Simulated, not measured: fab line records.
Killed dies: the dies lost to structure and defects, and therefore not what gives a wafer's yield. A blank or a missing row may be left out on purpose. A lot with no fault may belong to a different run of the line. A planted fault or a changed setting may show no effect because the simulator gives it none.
Which tool did it?    flow ritCmos    21 wafers from 7 lots sampled at 3 of the route's 202 steps

## WHAT THE GAUGES SHOWED, per wafer
RIT_NRETRO_TW_MEAS_10.
lot   measured     on            NRETRO_TW
L296  day 2 17:48  filmMetro-03  1065 1056 1061
L298  day 3 02:42  filmMetro-03  1070 1069 1070
L301  day 3 20:28  filmMetro-03  1064 1065 1070
L303  day 4 03:02  filmMetro-01  1072 1069 1067
L305  day 4 13:53  filmMetro-03  1059 1054 1060
L307  day 4 23:32  filmMetro-01  1063 1067 1069
L317  day 7 08:16  filmMetro-01  1068 1061 1065

## EACH LOT AND THE TOOL THAT RAN IT (in order: tool; ch and the chambers of the sampled wafers; start)
lot   RIT_FOX2_OXIDATION_00         RIT_NWELL_STRIP_09
L296  furnace-02 ch 0, day 2 03:49  plasmaAsher-04 ch 0,1, day 2 09:10
L298  furnace-02 ch 0, day 2 14:08  plasmaAsher-02 ch 1, day 2 17:44
L301  furnace-02 ch 0, day 3 07:12  plasmaAsher-04 ch 0,1, day 3 11:50
L303  furnace-04 ch 0, day 3 14:37  plasmaAsher-04 ch 0,1, day 3 18:11
L305  furnace-02 ch 0, day 4 00:18  plasmaAsher-01 ch 0,1, day 4 03:52
L307  furnace-02 ch 0, day 4 11:09  plasmaAsher-01 ch 0,1, day 4 14:43
L317  furnace-03 ch 0, day 6 16:36  plasmaAsher-01 ch 0,1, day 6 20:10
- RIT_FOX2_OXIDATION_00: target thk 350.7 nm, ox time 1130 s.
- RIT_NWELL_STRIP_09: strips in O2, time 180 s.

## THE ANSWER, worked out from the rows above alone
Rule: the usual values come from the lots themselves. The widest of any qualifying gaps counts: lots, ordered by their means at a reading, are off when they make up no more than a third of the lots, leave a main group of 4 or more, and stand apart from it by 3 or more times the standard deviation of that group's means. The tables above print the reading to a certain number of digits; a main group whose means all agree to those digits is not used. Also off: a lot with no number at a reading for which 4 or more lots have one. The other lots that the step has rows for count as sound.
Across all readings shown, no lot is off: no conclusion can be drawn from this.

## WHAT THE SIMULATOR PUT IN
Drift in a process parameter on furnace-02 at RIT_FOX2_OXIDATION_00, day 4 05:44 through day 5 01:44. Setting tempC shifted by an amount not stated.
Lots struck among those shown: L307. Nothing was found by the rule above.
